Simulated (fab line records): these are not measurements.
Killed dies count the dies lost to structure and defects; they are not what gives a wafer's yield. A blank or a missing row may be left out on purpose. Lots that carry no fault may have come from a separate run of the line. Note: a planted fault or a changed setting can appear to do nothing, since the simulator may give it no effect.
Split-lot trial || flow rit-cmos || 23 wafers read from 5 lots, route of 202 steps

## THE SPLIT
At RIT_CONTACT_DEVELOP_07 (develop time 120 s), the setting develop-time-s was moved away from the recipe's 120 s on 5 of the 23 wafers read, by -12.8% to +5.2%. The other wafers ran this setting at the recipe's value.

## FROM THE SPLIT TO THE READING: what the file shows between them, 3 steps
- RIT_CONTACT_CD_MEAS_08: target cd 1000 nm
- RIT_CONTACT_ETCH_11: etches SiO2 in CHF3/CF4/Ar, stops on TiSi2, target depth 480 nm, time 320 s (also split here: rf-w)
- RIT_CONTACT_STRIP_12: strips in O2, time 180 s

## THE READING
cd-nm at RIT_CONTACT_CD_MEAS_90, given in nm (cd target 1000 nm). On this fab line, fault-free wafers typically give 1000.2 nm with a standard deviation of 1.8 nm.

{"wafer": "L074.2", "tool, chamber at the split": "litho-track-02, 0", "develop-time-s as run, s": 120, "against the recipe": "recipe", "cd-nm, nm": 997.7, "against lot-mates on the recipe": "-"}
{"wafer": "L074.3", "tool, chamber at the split": "litho-track-02, 0", "develop-time-s as run, s": 120, "against the recipe": "recipe", "cd-nm, nm": 997.3, "against lot-mates on the recipe": "-"}
{"wafer": "L074.4", "tool, chamber at the split": "litho-track-02, 0", "develop-time-s as run, s": 120, "against the recipe": "recipe", "cd-nm, nm": 997.6, "against lot-mates on the recipe": "-"}
{"wafer": "L074.5", "tool, chamber at the split": "litho-track-02, 0", "develop-time-s as run, s": 120, "against the recipe": "recipe", "cd-nm, nm": 997.0, "against lot-mates on the recipe": "-"}
{"wafer": "L074.6", "tool, chamber at the split": "litho-track-02, 0", "develop-time-s as run, s": 120, "against the recipe": "recipe", "cd-nm, nm": 999.3, "against lot-mates on the recipe": "-"}
{"wafer": "L076.1", "tool, chamber at the split": "litho-track-03, 0", "develop-time-s as run, s": 126.3, "against the recipe": "+5.2%", "cd-nm, nm": 1003.4, "against lot-mates on the recipe": "+1.9"}
{"wafer": "L076.3", "tool, chamber at the split": "litho-track-03, 0", "develop-time-s as run, s": 120, "against the recipe": "recipe", "cd-nm, nm": 1001.1, "against lot-mates on the recipe": "-"}
{"wafer": "L076.4", "tool, chamber at the split": "litho-track-03, 0", "develop-time-s as run, s": 126.3, "against the recipe": "+5.2%", "cd-nm, nm": 1006.8, "against lot-mates on the recipe": "+5.3"}
{"wafer": "L076.5", "tool, chamber at the split": "litho-track-03, 0", "develop-time-s as run, s": 120, "against the recipe": "recipe", "cd-nm, nm": 1002.1, "against lot-mates on the recipe": "-"}
{"wafer": "L076.6", "tool, chamber at the split": "litho-track-03, 0", "develop-time-s as run, s": 120, "against the recipe": "recipe", "cd-nm, nm": 1001.3, "against lot-mates on the recipe": "-"}
{"wafer": "L078.2", "tool, chamber at the split": "litho-track-01, 0", "develop-time-s as run, s": 120, "against the recipe": "recipe", "cd-nm, nm": 999.3, "against lot-mates on the recipe": "-"}
{"wafer": "L078.4", "tool, chamber at the split": "litho-track-01, 0", "develop-time-s as run, s": 120, "against the recipe": "recipe", "cd-nm, nm": 998.4, "against lot-mates on the recipe": "-"}
{"wafer": "L078.6", "tool, chamber at the split": "litho-track-01, 0", "develop-time-s as run, s": 120, "against the recipe": "recipe", "cd-nm, nm": 998.4, "against lot-mates on the recipe": "-"}
{"wafer": "L082.1", "tool, chamber at the split": "litho-track-02, 0", "develop-time-s as run, s": 120, "against the recipe": "recipe", "cd-nm, nm": 997.0, "against lot-mates on the recipe": "-"}
{"wafer": "L082.2", "tool, chamber at the split": "litho-track-02, 0", "develop-time-s as run, s": 104.6, "against the recipe": "-12.8%", "cd-nm, nm": 988.5, "against lot-mates on the recipe": -9.9}
{"wafer": "L082.4", "tool, chamber at the split": "litho-track-02, 0", "develop-time-s as run, s": 104.6, "against the recipe": "-12.8%", "cd-nm, nm": 988.3, "against lot-mates on the recipe": -10.1}
{"wafer": "L082.5", "tool, chamber at the split": "litho-track-02, 0", "develop-time-s as run, s": 104.6, "against the recipe": "-12.8%", "cd-nm, nm": 986.6, "against lot-mates on the recipe": -11.8}
{"wafer": "L082.6", "tool, chamber at the split": "litho-track-02, 0", "develop-time-s as run, s": 120, "against the recipe": "recipe", "cd-nm, nm": 999.8, "against lot-mates on the recipe": "-"}
{"wafer": "L083.2", "tool, chamber at the split": "litho-track-03, 0", "develop-time-s as run, s": 120, "against the recipe": "recipe", "cd-nm, nm": 1001.9, "against lot-mates on the recipe": "-"}
{"wafer": "L083.3", "tool, chamber at the split": "litho-track-03, 0", "develop-time-s as run, s": 120, "against the recipe": "recipe", "cd-nm, nm": 1001.1, "against lot-mates on the recipe": "-"}
{"wafer": "L083.4", "tool, chamber at the split": "litho-track-03, 0", "develop-time-s as run, s": 120, "against the recipe": "recipe", "cd-nm, nm": 1002.0, "against lot-mates on the recipe": "-"}
{"wafer": "L083.5", "tool, chamber at the split": "litho-track-03, 0", "develop-time-s as run, s": 120, "against the recipe": "recipe", "cd-nm, nm": 1005.0, "against lot-mates on the recipe": "-"}
{"wafer": "L083.6", "tool, chamber at the split": "litho-track-03, 0", "develop-time-s as run, s": 120, "against the recipe": "recipe", "cd-nm, nm": 998.6, "against lot-mates on the recipe": "-"}

THE FIT
A straight line over all 23 wafers: cd-nm changes by +0.941 nm for each +1% of develop-time-s; r = +0.91; the points scatter about the line by 2.1 nm.
The same after taking each lot's own level away (the mean of its wafers on the recipe; 23 wafers): +0.807 nm for each +1%; r = +0.95; scatter 1.3 nm.
That fit puts the effect of the largest move of develop-time-s on the reading at 10 nm.
The span of the lots' own levels, 997.78 to 1001.72 nm, comes to 2.2 times the standard deviation stated above.
So the slope is not independent of the lot-to-lot level: the two fits are not the same.
Check: with one of the wafers moved furthest among these (-12.8%) left out of the fit, the line predicts -10.7 nm for it against its lot-mates. Against them it came out at -9.9 nm.

## THESE WAFERS: OTHER SPLITS
These wafers also went through other splits before the reading. Each is held against what the fit with the lots' levels taken away leaves over:
{"other split on the same wafers": "RIT_PLDD_IMPLANT_08 dose-cm2", "wafers away from the commonest value": 8, "r with cd-nm (lot level and that fit taken away)": "+0.02"}
{"other split on the same wafers": "RIT_SDANNEAL_RTA_03 time-s", "wafers away from the commonest value": 8, "r with cd-nm (lot level and that fit taken away)": -0.01}
{"other split on the same wafers": "RIT_CONTACT_ETCH_11 rf-w", "wafers away from the commonest value": 11, "r with cd-nm (lot level and that fit taken away)": "+0.59"}

## THE WHOLE CHAIN: every reading that the file lists as answering this split, in the file's order
{"step": "RIT_CONTACT_CD_MEAS_08", "what it does": "target cd 1000 nm", "reading": "cd-nm", "change (the file's fit)": "+0.819 nm for each +1% of the setting", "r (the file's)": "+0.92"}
{"step": "RIT_CONTACT_ETCH_11", "what it does": "etches SiO2 in CHF3/CF4/Ar, stops on TiSi2, target depth 480 nm, time 320 s", "reading": "CONTACT.cd-nm (the simulator's own value, which no gauge read)", "change (the file's fit)": "+0.801 nm for each +1% of the setting", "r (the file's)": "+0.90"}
{"step": "RIT_CONTACT_CD_MEAS_90", "what it does": "target cd 1000 nm", "reading": "cd-nm", "change (the file's fit)": "+0.803 nm for each +1% of the setting", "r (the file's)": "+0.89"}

## THE FILE'S OWN FIT
cd-nm changes by +0.803 nm for each +1% of develop-time-s, r = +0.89.
